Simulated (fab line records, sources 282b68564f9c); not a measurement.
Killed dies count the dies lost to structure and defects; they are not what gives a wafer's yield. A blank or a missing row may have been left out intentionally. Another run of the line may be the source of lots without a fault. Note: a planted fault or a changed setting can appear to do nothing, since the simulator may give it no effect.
fab line records | flow rit_cmos
record: lots: 15 | wafers: 45 | last_day: 5
route steps=202 shown ACTIVE@1 FOX2@24 NRETRO@56 GATE@93 M1@202
lots that met no fault: from a run of the same line without faults
start_h: hours from the record's first day to the start of the lot's first wafer shown | wait_h: how many hours have passed since the lot's step before this one | " as in the row above | L1.1+2: one row covering several wafers at once | - either no value or no given start | * or withheld: withheld | < > ~ a bound
route shown NAME@n: names a module that has steps shown in the file, with the first one's number in the route | usual: mean/standard deviation of fault-free wafers | same: alike in all rows | chamber/n: place in a boat | sites: each site's reading | _std_site: standard deviation across them | _edge_site: mean of outer sites minus mean of inner sites | radius_mm: for every site, how far away it sits from the centre of the wafer | mask NAME#n: copy n | behind: tool/chamber where the wafer was last shaped | hold: the reason the lot was held/the length of the hold in hours/how it ended | device: the n, p or np transistor that did not switch | end of line: the same wafers' tests at the end of the route | a step with no rows: only its recipe | killed: at the first sort, the dies lost to defects and structure; wafer yield is something else | map: a wafer's dies, x killed, . not, _ none there
set.NAME: the setting the step ran with; set.NAME@STEP: the setting that earlier step ran with | model.NAME: the simulator's own value behind a step, which no gauge read
the route's steps for a sample of lots (tables are steps, rows are wafers)
services: the hour from which a tool's chamber was out of use, counted from the record's first day as start_h (under 0 if before that day), plus the number of hours and why
== steps ==
step: RIT_ACTIVE_BOW_MEAS_00
recipe: mode: bow
usual: INCOMING_BOW: 0/6.6
lot.wafer | tool          | chamber | start_h | wait_h | INCOMING_BOW[um]
L264.1    | film_metro-02 | -       | 10.00   | -      | -7
L264.5    | "             | -       | "       | "      | -3
L264.6    | "             | -       | "       | "      | -3
L265.1    | film_metro-01 | -       | 15.00   | -      | -8
L265.4    | "             | -       | "       | "      | 6
L265.5    | "             | -       | "       | "      | -9
L266.1    | film_metro-01 | -       | 20.00   | -      | 2
L266.4    | "             | -       | "       | "      | 0
L266.6    | "             | -       | "       | "      | 1
L267.2    | film_metro-04 | -       | 25.02   | -      | -8
L267.3    | "             | -       | "       | "      | 7
L267.4    | "             | -       | "       | "      | 6
L268.1    | film_metro-04 | -       | 30.00   | -      | 2
L268.2    | "             | -       | "       | "      | -9
L268.3    | "             | -       | "       | "      | -14
L269.1    | film_metro-04 | -       | 35.00   | -      | -3
L269.2    | "             | -       | "       | "      | -1
L269.3    | "             | -       | "       | "      | 8
L270.1    | film_metro-02 | -       | 40.00   | -      | -2
L270.4    | "             | -       | "       | "      | -6
L270.5    | "             | -       | "       | "      | -3
L271.1    | film_metro-01 | -       | 45.00   | -      | 10
L271.2    | "             | -       | "       | "      | 6
L271.5    | "             | -       | "       | "      | -1
L272.1    | film_metro-02 | -       | 50.00   | -      | 0
L272.2    | "             | -       | "       | "      | -7
L272.3    | "             | -       | "       | "      | -7
L273.2    | film_metro-02 | -       | 55.02   | -      | 6
L273.5    | "             | -       | "       | "      | 5
L273.6    | "             | -       | "       | "      | 3
L274.1    | film_metro-01 | -       | 60.00   | -      | 1
L274.3    | "             | -       | "       | "      | 4
L274.5    | "             | -       | "       | "      | -1
L278.2    | film_metro-04 | -       | 80.02   | -      | -7
L278.3    | "             | -       | "       | "      | -2
L278.6    | "             | -       | "       | "      | -5
L279.3    | film_metro-02 | -       | 85.04   | -      | -11
L279.5    | "             | -       | "       | "      | -5
L279.6    | "             | -       | "       | "      | -4
L280.1    | film_metro-02 | -       | 90.00   | -      | -1
L280.4    | "             | -       | "       | "      | 4
L280.5    | "             | -       | "       | "      | -15
L284.1    | film_metro-04 | -       | 110.00  | -      | -2
L284.3    | "             | -       | "       | "      | -5
L284.5    | "             | -       | "       | "      | -6
step: RIT_FOX2_THK_MEAS_01
recipe: reads: SiO2_of_FOX2_OXIDATION_00
usual: FOX2_OXIDE_THK: 350/4.9
lot.wafer | tool          | chamber | start_h | wait_h | FOX2_OXIDE_THK[nm]
L264.1    | film_metro-03 | -       | 19.29   | 0.0    | 339
L264.5    | "             | -       | "       | "      | 342
L264.6    | "             | -       | "       | "      | 342
L265.1    | film_metro-02 | -       | 24.30   | 0.0    | 355
L265.4    | "             | -       | "       | "      | 360
L265.5    | "             | -       | "       | "      | 357
L266.1    | film_metro-01 | -       | 30.53   | 0.0    | 351
L266.4    | "             | -       | "       | "      | 353
L266.6    | "             | -       | "       | "      | 347
L267.2    | film_metro-01 | -       | 33.78   | 0.0    | 340
L267.3    | "             | -       | "       | "      | 339
L267.4    | "             | -       | "       | "      | 346
L268.1    | film_metro-03 | -       | 40.10   | 0.1    | 359
L268.2    | "             | -       | "       | "      | 353
L268.3    | "             | -       | "       | "      | 355
L269.1    | film_metro-02 | -       | 44.86   | 0.0    | 345
L269.2    | "             | -       | "       | "      | 350
L269.3    | "             | -       | "       | "      | 355
L270.1    | film_metro-02 | -       | 49.39   | 0.0    | 350
L270.4    | "             | -       | "       | "      | 355
L270.5    | "             | -       | "       | "      | 351
L271.1    | film_metro-01 | -       | 54.87   | 0.0    | 345
L271.2    | "             | -       | "       | "      | 345
L271.5    | "             | -       | "       | "      | 348
L272.1    | film_metro-03 | -       | 58.35   | 0.0    | 355
L272.2    | "             | -       | "       | "      | 357
L272.3    | "             | -       | "       | "      | 357
L273.2    | film_metro-03 | -       | 65.09   | 0.0    | 349
L273.5    | "             | -       | "       | "      | 346
L273.6    | "             | -       | "       | "      | 348
L274.1    | film_metro-03 | -       | 70.29   | 0.0    | 346
L274.3    | "             | -       | "       | "      | 351
L274.5    | "             | -       | "       | "      | 345
L278.2    | film_metro-01 | -       | 89.52   | 0.0    | 349
L278.3    | "             | -       | "       | "      | 348
L278.6    | "             | -       | "       | "      | 347
L279.3    | film_metro-03 | -       | 94.42   | 0.0    | 354
L279.5    | "             | -       | "       | "      | 353
L279.6    | "             | -       | "       | "      | 352
L280.1    | film_metro-03 | -       | 100.37  | 0.0    | 350
L280.4    | "             | -       | "       | "      | 353
L280.5    | "             | -       | "       | "      | 351
L284.1    | film_metro-03 | -       | 118.99  | 0.0    | 360
L284.3    | "             | -       | "       | "      | 355
L284.5    | "             | -       | "       | "      | 356
step: RIT_NRETRO_EXPOSE_03
recipe: mask_id: M4 | na: 0.57 | target_cd_nm: 43900 | dose_mj: 250
lot.wafer  | tool             | chamber | start_h | wait_h | mask
L264.1+5+6 | iline_stepper-01 | 0       | 30.03   | 0.2    | M4#0
L265.1+4+5 | iline_stepper-02 | 0       | 34.37   | 0.2    | M4#0
L266.1+4+6 | iline_stepper-02 | 0       | 40.55   | 0.1    | M4#0
L267.2+3+4 | iline_stepper-02 | 0       | 44.16   | 0.1    | M4#0
L268.1+2+3 | iline_stepper-01 | 0       | 50.72   | 0.2    | M4#0
L269.1+2+3 | iline_stepper-01 | 0       | 54.79   | 0.1    | M4#0
L270.1+4+5 | iline_stepper-01 | 0       | 60.64   | 0.1    | M4#0
L271.1+2+5 | iline_stepper-01 | 0       | 64.92   | 0.1    | M4#0
L272.1+2+3 | iline_stepper-02 | 0       | 68.63   | 0.2    | M4#0
L273.2+5+6 | iline_stepper-01 | 0       | 75.18   | 0.2    | M4#0
L274.1+3+5 | iline_stepper-02 | 0       | 80.80   | 0.2    | M4#0
L278.2+3+6 | iline_stepper-02 | 0       | 99.96   | 0.1    | M4#0
L279.3+5+6 | iline_stepper-01 | 0       | 104.70  | 0.2    | M4#0
L280.1+4+5 | iline_stepper-01 | 0       | 110.71  | 0.2    | M4#0
L284.1+3+5 | iline_stepper-01 | 0       | 129.17  | 0.2    | M4#0
step: RIT_NRETRO_OVL_MEAS_06
usual: NRETRO_OVL: -0.7/1.4
lot.wafer | tool       | chamber | start_h | wait_h | hold                     | NRETRO_OVL[nm]
L264.1    | overlay-02 | -       | 30.46   | -      | -                        | -0.5
L264.5    | "          | -       | "       | "      | -                        | -3.2
L264.6    | "          | -       | "       | "      | -                        | -1.0
L265.1    | overlay-02 | -       | 34.80   | -      | -                        | -0.1
L265.4    | "          | -       | "       | "      | -                        | -0.3
L265.5    | "          | -       | "       | "      | -                        | 2.0
L266.1    | overlay-01 | -       | 40.98   | -      | -                        | 0.3
L266.4    | "          | -       | "       | "      | -                        | -1.1
L266.6    | "          | -       | "       | "      | -                        | -1.0
L267.2    | overlay-01 | -       | 44.58   | -      | -                        | 1.1
L267.3    | "          | -       | "       | "      | -                        | 1.8
L267.4    | "          | -       | "       | "      | -                        | -0.2
L268.1    | overlay-02 | -       | 51.15   | -      | -                        | -0.3
L268.2    | "          | -       | "       | "      | -                        | -1.7
L268.3    | "          | -       | "       | "      | -                        | -1.2
L269.1    | overlay-01 | -       | 55.22   | -      | -                        | -4.5
L269.2    | "          | -       | "       | "      | -                        | -1.8
L269.3    | "          | -       | "       | "      | -                        | -2.9
L270.1    | overlay-02 | -       | 61.07   | -      | -                        | -2.9
L270.4    | "          | -       | "       | "      | -                        | -0.7
L270.5    | "          | -       | "       | "      | -                        | -1.6
L271.1    | overlay-02 | -       | 65.35   | -      | -                        | -2.5
L271.2    | "          | -       | "       | "      | -                        | -0.3
L271.5    | "          | -       | "       | "      | -                        | 0.9
L272.1    | overlay-02 | -       | 69.06   | -      | -                        | -0.7
L272.2    | "          | -       | "       | "      | -                        | 0.5
L272.3    | "          | -       | "       | "      | -                        | 1.1
L273.2    | overlay-01 | -       | 75.60   | -      | -                        | 0.3
L273.5    | "          | -       | "       | "      | -                        | 1.2
L273.6    | "          | -       | "       | "      | -                        | -0.4
L274.1    | overlay-02 | -       | 81.23   | -      | -                        | -1.4
L274.3    | "          | -       | "       | "      | -                        | -1.8
L274.5    | "          | -       | "       | "      | -                        | -0.5
L278.2    | overlay-02 | -       | 100.37  | -      | -                        | -0.5
L278.3    | "          | -       | "       | "      | -                        | 0.7
L278.6    | "          | -       | "       | "      | -                        | 1.6
L279.3    | overlay-01 | -       | 105.11  | -      | await_dispo/0.2h/release | -
L279.5    | "          | -       | "       | "      | await_dispo/0.2h/release | -
L279.6    | "          | -       | "       | "      | await_dispo/0.2h/release | -
L279.3    | overlay-01 | -       | 105.31  | 0.2    | -                        | -
L279.5    | "          | -       | "       | "      | -                        | -
L279.6    | "          | -       | "       | "      | -                        | -
L280.1    | overlay-01 | -       | 111.14  | -      | await_dispo/0.2h/release | -
L280.4    | "          | -       | "       | "      | await_dispo/0.2h/release | -
L280.5    | "          | -       | "       | "      | await_dispo/0.2h/release | -
L280.1    | overlay-01 | -       | 111.34  | 0.2    | -                        | -
L280.4    | "          | -       | "       | "      | -                        | -
L280.5    | "          | -       | "       | "      | -                        | -
L284.1    | overlay-02 | -       | 129.60  | -      | await_dispo/0.2h/release | -
L284.3    | "          | -       | "       | "      | await_dispo/0.2h/release | -
L284.5    | "          | -       | "       | "      | await_dispo/0.2h/release | -
L284.1    | overlay-02 | -       | 129.81  | 0.2    | -                        | -
L284.3    | "          | -       | "       | "      | -                        | -
L284.5    | "          | -       | "       | "      | -                        | -
step: RIT_GATE_OVL_MEAS_17
usual: GATE_OVL: -0.6/1.4
lot.wafer | tool       | chamber | start_h | wait_h | GATE_OVL[nm]
L264.1    | overlay-01 | -       | 37.94   | 0.1    | -0.7
L264.5    | "          | -       | "       | "      | -0.1
L264.6    | "          | -       | "       | "      | -1.7
L265.1    | overlay-01 | -       | 42.95   | 0.1    | -1.3
L265.4    | "          | -       | "       | "      | -1.8
L265.5    | "          | -       | "       | "      | -2.1
L266.1    | overlay-01 | -       | 48.88   | 0.1    | -1.9
L266.4    | "          | -       | "       | "      | -3.4
L266.6    | "          | -       | "       | "      | -1.8
L267.2    | overlay-01 | -       | 51.37   | 0.1    | -3.6
L267.3    | "          | -       | "       | "      | -1.4
L267.4    | "          | -       | "       | "      | -1.9
L268.1    | overlay-02 | -       | 59.07   | 0.1    | 1.0
L268.2    | "          | -       | "       | "      | -0.3
L268.3    | "          | -       | "       | "      | 1.4
L269.1    | overlay-01 | -       | 63.49   | 0.1    | 3.7
L269.2    | "          | -       | "       | "      | 1.9
L269.3    | "          | -       | "       | "      | 0.5
L270.1    | overlay-02 | -       | 71.52   | 0.1    | -1.3
L270.4    | "          | -       | "       | "      | -0.9
L270.5    | "          | -       | "       | "      | -2.0
L271.1    | overlay-02 | -       | 73.37   | 0.1    | -0.2
L271.2    | "          | -       | "       | "      | 0.6
L271.5    | "          | -       | "       | "      | -2.0
L272.1    | overlay-02 | -       | 79.26   | 0.1    | -3.4
L272.2    | "          | -       | "       | "      | -2.9
L272.3    | "          | -       | "       | "      | -0.5
L273.2    | overlay-01 | -       | 82.47   | 0.1    | 0.4
L273.5    | "          | -       | "       | "      | -0.1
L273.6    | "          | -       | "       | "      | -1.0
L274.1    | overlay-01 | -       | 91.09   | 0.1    | -0.3
L274.3    | "          | -       | "       | "      | -1.1
L274.5    | "          | -       | "       | "      | 0.1
L278.2    | overlay-01 | -       | 109.32  | 0.1    | -0.4
L278.3    | "          | -       | "       | "      | 0.0
L278.6    | "          | -       | "       | "      | 1.5
step: RIT_M1_PROBE_99
usual: defect_limited_yield: 97.2/1.2 | killed_at_M0_to_M3: 0.0/0.14 | killed_at_contacts: 0.1/0.31 | killed_at_front_end: 7/3.2 | killed_dies: 7/3.2 | killed_open: 3.6/1.9 | killed_short: 3.6/2 | sort_bin_3_pad_short: 0.1/0.22 | sort_bin_5_function: 1.6/0.93 | sort_bin_6_memory: 1.0/0.66 | sort_n_pass: 257/3.2 | sort_yield_pct: 97.2/1.2
same: gross_dies: 264 | killed_at_M4_up: 0 | killed_at_back_side: 0 | killed_at_other: 0
lot.wafer | tool      | chamber | start_h | wait_h | defect_limited_yield[%] | killed_at_M0_to_M3 | killed_at_contacts | killed_at_front_end | killed_dies | killed_open | killed_short | sort_bin_3_pad_short[%] | sort_bin_5_function[%] | sort_bin_6_memory[%] | sort_n_pass | sort_yield_pct[%]
L264.1    | prober-02 | -       | 58.99   | 0.1    | 96.2                    | 0                  | 0                  | 10                  | 10          | 5           | 5            | 0.4                     | 1.1                    | 2.3                  | 254         | 96.2
L264.5    | prober-02 | -       | 59.19   | 0.2    | 95.8                    | 0                  | 0                  | 11                  | 11          | 4           | 7            | 0                       | 3.4                    | 0.8                  | 253         | 95.8
L264.6    | prober-02 | -       | 59.24   | 0.2    | 98.9                    | 0                  | 0                  | 3                   | 3           | 1           | 2            | 0.4                     | 0.4                    | 0.4                  | 261         | 98.9
L265.1    | prober-01 | -       | 64.06   | 0.1    | 98.5                    | 0                  | 0                  | 4                   | 4           | 2           | 2            | 0                       | 1.1                    | 0.4                  | 260         | 98.5
L265.4    | prober-01 | -       | 64.21   | 0.2    | 96.6                    | 1                  | 0                  | 8                   | 9           | 4           | 4            | 0                       | 3.0                    | 0.4                  | 255         | 96.6
L265.5    | prober-01 | -       | 64.26   | 0.2    | 95.8                    | 1                  | 0                  | 10                  | 11          | 4           | 6            | 0.4                     | 2.7                    | 1.1                  | 253         | 95.8
L266.1    | prober-02 | -       | 69.26   | 0.1    | 98.1                    | 0                  | 0                  | 5                   | 5           | 3           | 1            | 0                       | 1.1                    | 0.8                  | 259         | 98.1
L266.4    | prober-02 | -       | 69.41   | 0.2    | 95.8                    | 0                  | 0                  | 11                  | 11          | 4           | 6            | 0.4                     | 1.9                    | 1.9                  | 253         | 95.8
L266.6    | prober-02 | -       | 69.51   | 0.2    | 97.3                    | 0                  | 0                  | 7                   | 7           | 4           | 3            | 0                       | 0.8                    | 1.9                  | 257         | 97.3
L267.2    | prober-01 | -       | 71.58   | 0.1    | 97.0                    | 0                  | 0                  | 8                   | 8           | 5           | 3            | 0                       | 0.8                    | 2.3                  | 256         | 97.0
L267.3    | prober-01 | -       | 71.63   | 0.2    | 97.3                    | 0                  | 0                  | 7                   | 7           | 2           | 5            | 0                       | 2.3                    | 0.4                  | 257         | 97.3
L267.4    | prober-01 | -       | 71.68   | 0.2    | 98.1                    | 0                  | 0                  | 5                   | 5           | 3           | 2            | 0.4                     | 1.1                    | 0.4                  | 259         | 98.1
L268.1    | prober-02 | -       | 79.98   | 0.1    | 96.6                    | 0                  | 1                  | 8                   | 9           | 2           | 7            | 0.8                     | 1.9                    | 0.8                  | 255         | 96.6
L268.2    | prober-02 | -       | 80.03   | 0.1    | 98.1                    | 0                  | 1                  | 4                   | 5           | 3           | 2            | 0                       | 0.8                    | 1.1                  | 259         | 98.1
L268.3    | prober-02 | -       | 80.08   | 0.2    | 97.0                    | 0                  | 0                  | 8                   | 8           | 6           | 2            | 0                       | 1.9                    | 1.1                  | 256         | 97.0
L269.1    | prober-01 | -       | 84.08   | 0.1    | 98.9                    | 0                  | 0                  | 3                   | 3           | 2           | 1            | 0                       | 0                      | 1.1                  | 261         | 98.9
L269.2    | prober-01 | -       | 84.13   | 0.1    | 97.7                    | 0                  | 0                  | 6                   | 6           | 3           | 3            | 0                       | 0.4                    | 1.9                  | 258         | 97.7
L269.3    | prober-01 | -       | 84.18   | 0.2    | 95.8                    | 0                  | 0                  | 11                  | 11          | 6           | 5            | 0.4                     | 2.7                    | 1.1                  | 253         | 95.8
L270.1    | prober-02 | -       | 93.29   | 0.1    | 96.6                    | 0                  | 0                  | 9                   | 9           | 3           | 6            | 0.4                     | 1.5                    | 1.5                  | 255         | 96.6
L270.4    | prober-02 | -       | 93.44   | 0.2    | 97.3                    | 0                  | 0                  | 7                   | 7           | 3           | 4            | 0                       | 1.9                    | 0.8                  | 257         | 97.3
L270.5    | prober-02 | -       | 93.49   | 0.2    | 97.7                    | 0                  | 0                  | 6                   | 6           | 2           | 4            | 0                       | 1.5                    | 0.8                  | 258         | 97.7
L271.1    | prober-01 | -       | 94.79   | 0.1    | 97.0                    | 0                  | 0                  | 8                   | 8           | 3           | 5            | 0                       | 1.9                    | 1.1                  | 256         | 97.0
L271.2    | prober-01 | -       | 94.84   | 0.1    | 96.6                    | 0                  | 0                  | 9                   | 9           | 7           | 2            | 0                       | 2.3                    | 1.1                  | 255         | 96.6
L271.5    | prober-01 | -       | 94.99   | 0.2    | 97.3                    | 0                  | 0                  | 7                   | 7           | 3           | 4            | 0                       | 1.5                    | 1.1                  | 257         | 97.3
L272.1    | prober-02 | -       | 99.62   | 0.1    | 97.3                    | 0                  | 0                  | 7                   | 7           | 5           | 2            | 0                       | 2.3                    | 0.4                  | 257         | 97.3
L272.2    | prober-02 | -       | 99.67   | 0.1    | 97.7                    | 0                  | 0                  | 6                   | 6           | 3           | 3            | 0                       | 1.9                    | 0.4                  | 258         | 97.7
L272.3    | prober-02 | -       | 99.72   | 0.2    | 98.9                    | 0                  | 0                  | 3                   | 3           | 1           | 2            | 0                       | 0                      | 1.1                  | 261         | 98.9
L273.2    | prober-02 | -       | 102.82  | 0.1    | 97.3                    | 0                  | 0                  | 7                   | 7           | 4           | 3            | 0                       | 2.7                    | 0                    | 257         | 97.3
L273.5    | prober-02 | -       | 102.97  | 0.2    | 97.7                    | 0                  | 0                  | 6                   | 6           | 3           | 3            | 0                       | 1.5                    | 0.8                  | 258         | 97.7
L273.6    | prober-02 | -       | 103.02  | 0.2    | 99.2                    | 0                  | 0                  | 2                   | 2           | 2           | 0            | 0                       | 0.4                    | 0.4                  | 262         | 99.2
L274.1    | prober-02 | -       | 111.78  | 0.1    | 98.9                    | 0                  | 0                  | 3                   | 3           | 1           | 2            | 0                       | 0.4                    | 0.8                  | 261         | 98.9
L274.3    | prober-02 | -       | 111.88  | 0.2    | 97.7                    | 0                  | 0                  | 6                   | 6           | 4           | 2            | 0                       | 1.9                    | 0.4                  | 258         | 97.7
L274.5    | prober-02 | -       | 111.98  | 0.2    | 98.5                    | 0                  | 0                  | 4                   | 4           | 1           | 3            | 0                       | 0.8                    | 0.8                  | 260         | 98.5
L278.2    | prober-02 | -       | 130.70  | 0.1    | 96.6                    | 0                  | 0                  | 9                   | 9           | 5           | 4            | 0.4                     | 1.9                    | 1.1                  | 255         | 96.6
L278.3    | prober-02 | -       | 130.75  | 0.2    | 96.6                    | 0                  | 0                  | 9                   | 9           | 4           | 5            | 0                       | 3.0                    | 0.4                  | 255         | 96.6
L278.6    | prober-02 | -       | 130.90  | 0.2    | 97.0                    | 0                  | 0                  | 8                   | 8           | 5           | 3            | 0.4                     | 1.9                    | 0.8                  | 256         | 97.0
killed by level:class
L264.1 SPACER:geometric_particle:open=3 GATE:geometric_particle:open=2 SILICIDE:geometric_particle:short=2 FOX1:geometric_particle:short=1 GATE:geometric_particle:short=1 SPACER:geometric_particle:short=1
L264.5 GATE:geometric_particle:short=2 GATE:geometric_particle:open=2 REOX:geometric_particle:short=2 FOX1:geometric_particle:short=1 FOX2:geometric_particle:open=1 FOX2:geometric_particle:short=1 SILICIDE:geometric_particle:open=1 SILICIDE:geometric_particle:short=1
L264.6 FOX1:geometric_particle:short=1 GATE:geometric_particle:short=1 SPACER:geometric_particle:open=1
L265.1 GATE:geometric_particle:open=1 REOX:geometric_particle:short=1 SILICIDE:geometric_particle:open=1 SILICIDE:geometric_particle:short=1
L265.4 FOX1:geometric_particle:short=2 GATE:geometric_particle:open=2 FOX1:geometric_particle:open=1 REOX:geometric_particle:short=1 SPACER:geometric_particle:short=1 SPACER:geometric_particle:open=1 M1:coat_microbubble_printed=1
L265.5 GATE:geometric_particle:short=3 SPACER:geometric_particle:open=2 SPACER:geometric_particle:short=2 ACTIVE:geometric_particle:short=1 FOX2:geometric_particle:open=1 REOX:geometric_particle:open=1 M1:coat_microbubble_printed=1
L266.1 GATE:geometric_particle:open=2 FOX1:geometric_particle:open=1 SILICIDE:geometric_particle:short=1 PSD:coat_microbubble_printed=1
L266.4 GATE:geometric_particle:short=3 GATE:geometric_particle:open=2 FOX1:geometric_particle:open=1 REOX:geometric_particle:open=1 REOX:geometric_particle:short=1 SPACER:geometric_particle:short=1 SILICIDE:geometric_particle:short=1 PSD:coat_microbubble_printed=1
L266.6 GATE:geometric_particle:open=3 GATE:geometric_particle:short=1 REOX:geometric_particle:open=1 REOX:geometric_particle:short=1 SPACER:geometric_particle:short=1
L267.2 SILICIDE:geometric_particle:open=3 FOX1:geometric_particle:open=2 FOX1:geometric_particle:short=1 GATE:geometric_particle:short=1 SILICIDE:geometric_particle:short=1
L267.3 GATE:geometric_particle:short=3 FOX1:geometric_particle:short=1 GATE:geometric_particle:open=1 SILICIDE:geometric_particle:open=1 SILICIDE:geometric_particle:short=1
L267.4 GATE:geometric_particle:open=2 GATE:geometric_particle:short=1 REOX:geometric_particle:open=1 SILICIDE:geometric_particle:short=1
L268.1 FOX1:geometric_particle:short=2 GATE:geometric_particle:short=2 SPACER:geometric_particle:short=2 FOX1:geometric_particle:open=1 SILICIDE:geometric_particle:short=1 CONTACT:geometric_particle:open=1
L268.2 FOX1:geometric_particle:open=1 GATE:geometric_particle:short=1 SILICIDE:geometric_particle:short=1 SILICIDE:geometric_particle:open=1 CONTACT:geometric_particle:open=1
L268.3 GATE:geometric_particle:open=3 REOX:geometric_particle:open=2 FOX1:geometric_particle:open=1 REOX:geometric_particle:short=1 SILICIDE:geometric_particle:short=1
L269.1 FOX1:geometric_particle:open=1 FOX2:geometric_particle:short=1 SILICIDE:geometric_particle:open=1
L269.2 GATE:geometric_particle:short=2 GATE:geometric_particle:open=2 FOX1:geometric_particle:short=1 REOX:geometric_particle:open=1
L269.3 GATE:geometric_particle:open=4 GATE:geometric_particle:short=4 SILICIDE:geometric_particle:open=2 SILICIDE:geometric_particle:short=1
L270.1 GATE:geometric_particle:short=2 SPACER:geometric_particle:short=2 FOX2:geometric_particle:open=1 FOX2:geometric_particle:short=1 GATE:geometric_particle:open=1 REOX:geometric_particle:short=1 REOX:geometric_particle:open=1
L270.4 FOX2:geometric_particle:open=1 GATE:geometric_particle:open=1 GATE:geometric_particle:short=1 REOX:geometric_particle:short=1 REOX:geometric_particle:open=1 SPACER:geometric_particle:short=1 SILICIDE:geometric_particle:short=1
L270.5 GATE:geometric_particle:short=2 REOX:geometric_particle:short=2 GATE:geometric_particle:open=1 SPACER:geometric_particle:open=1
L271.1 SPACER:geometric_particle:short=2 SILICIDE:geometric_particle:open=2 FOX1:geometric_particle:open=1 FOX1:geometric_particle:short=1 GATE:geometric_particle:short=1 SILICIDE:geometric_particle:short=1
L271.2 FOX1:geometric_particle:open=3 FOX1:geometric_particle:short=1 GATE:geometric_particle:open=1 REOX:geometric_particle:open=1 SPACER:geometric_particle:short=1 SPACER:geometric_particle:open=1 SILICIDE:geometric_particle:open=1
L271.5 SILICIDE:geometric_particle:short=3 SILICIDE:geometric_particle:open=2 GATE:geometric_particle:short=1 GATE:geometric_particle:open=1
L272.1 FOX2:geometric_particle:open=2 GATE:geometric_particle:short=2 GATE:geometric_particle:open=1 SPACER:geometric_particle:open=1 SILICIDE:geometric_particle:open=1
L272.2 FOX1:geometric_particle:short=1 FOX2:geometric_particle:open=1 GATE:geometric_particle:short=1 SPACER:geometric_particle:open=1 SPACER:geometric_particle:short=1 SILICIDE:geometric_particle:open=1
L272.3 GATE:geometric_particle:short=2 GATE:geometric_particle:open=1
L273.2 FOX1:geometric_particle:short=2 FOX1:geometric_particle:open=1 FOX2:geometric_particle:open=1 GATE:geometric_particle:short=1 REOX:geometric_particle:open=1 SPACER:geometric_particle:open=1
L273.5 SPACER:geometric_particle:open=2 SILICIDE:geometric_particle:short=2 FOX2:geometric_particle:open=1 GATE:geometric_particle:short=1
L273.6 FOX1:geometric_particle:open=1 SPACER:geometric_particle:open=1
L274.1 FOX2:geometric_particle:short=1 GATE:geometric_particle:open=1 SPACER:geometric_particle:short=1
L274.3 FOX1:geometric_particle:short=2 FOX1:geometric_particle:open=1 GATE:geometric_particle:open=1 REOX:geometric_particle:open=1 SILICIDE:geometric_particle:open=1
L274.5 FOX2:geometric_particle:short=1 GATE:geometric_particle:open=1 REOX:geometric_particle:short=1 SPACER:geometric_particle:short=1
L278.2 FOX1:geometric_particle:open=2 SILICIDE:geometric_particle:open=2 FOX2:geometric_particle:open=1 FOX2:geometric_particle:short=1 GATE:geometric_particle:short=1 SPACER:geometric_particle:short=1 SILICIDE:geometric_particle:short=1
L278.3 FOX1:geometric_particle:open=3 GATE:geometric_particle:short=2 FOX1:geometric_particle:short=1 SPACER:geometric_particle:short=1 SPACER:geometric_particle:open=1 SILICIDE:geometric_particle:short=1
L278.6 GATE:geometric_particle:short=2 REOX:geometric_particle:open=2 FOX1:geometric_particle:open=1 FOX2:geometric_particle:short=1 GATE:geometric_particle:open=1 SILICIDE:geometric_particle:open=1
== services ==
tool             | chamber | start_h | hours | kind
iline_stepper-02 | -       | 49.76   | 1.7   | pm
== key ==
first_sign: step: RIT_NRETRO_OVL_MEAS_06 | reading: visit | direction: added
effect: step: RIT_NRETRO_OVL_MEAS_06 | reading: hold | direction: added
met_at RIT_NRETRO_EXPOSE_03
struck_lots L279,L280,L284
scrapped_behind RIT_NRETRO_OVL_MEAS_06 L279.3,L279.5,L279.6,L280.1,L280.4,L280.5,L284.1,L284.3,L284.5
not_acting_at RIT_ACTIVE_BOW_MEAS_00,RIT_FOX2_THK_MEAS_01,RIT_GATE_OVL_MEAS_17
onset_between 75.18 104.70
also_fits time
fault: kind: scanner_matching_overlay | tool: iline_stepper-01 | chamber: - | onset_h: 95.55 | steps: RIT_NRETRO_EXPOSE_03 | offset: 14997
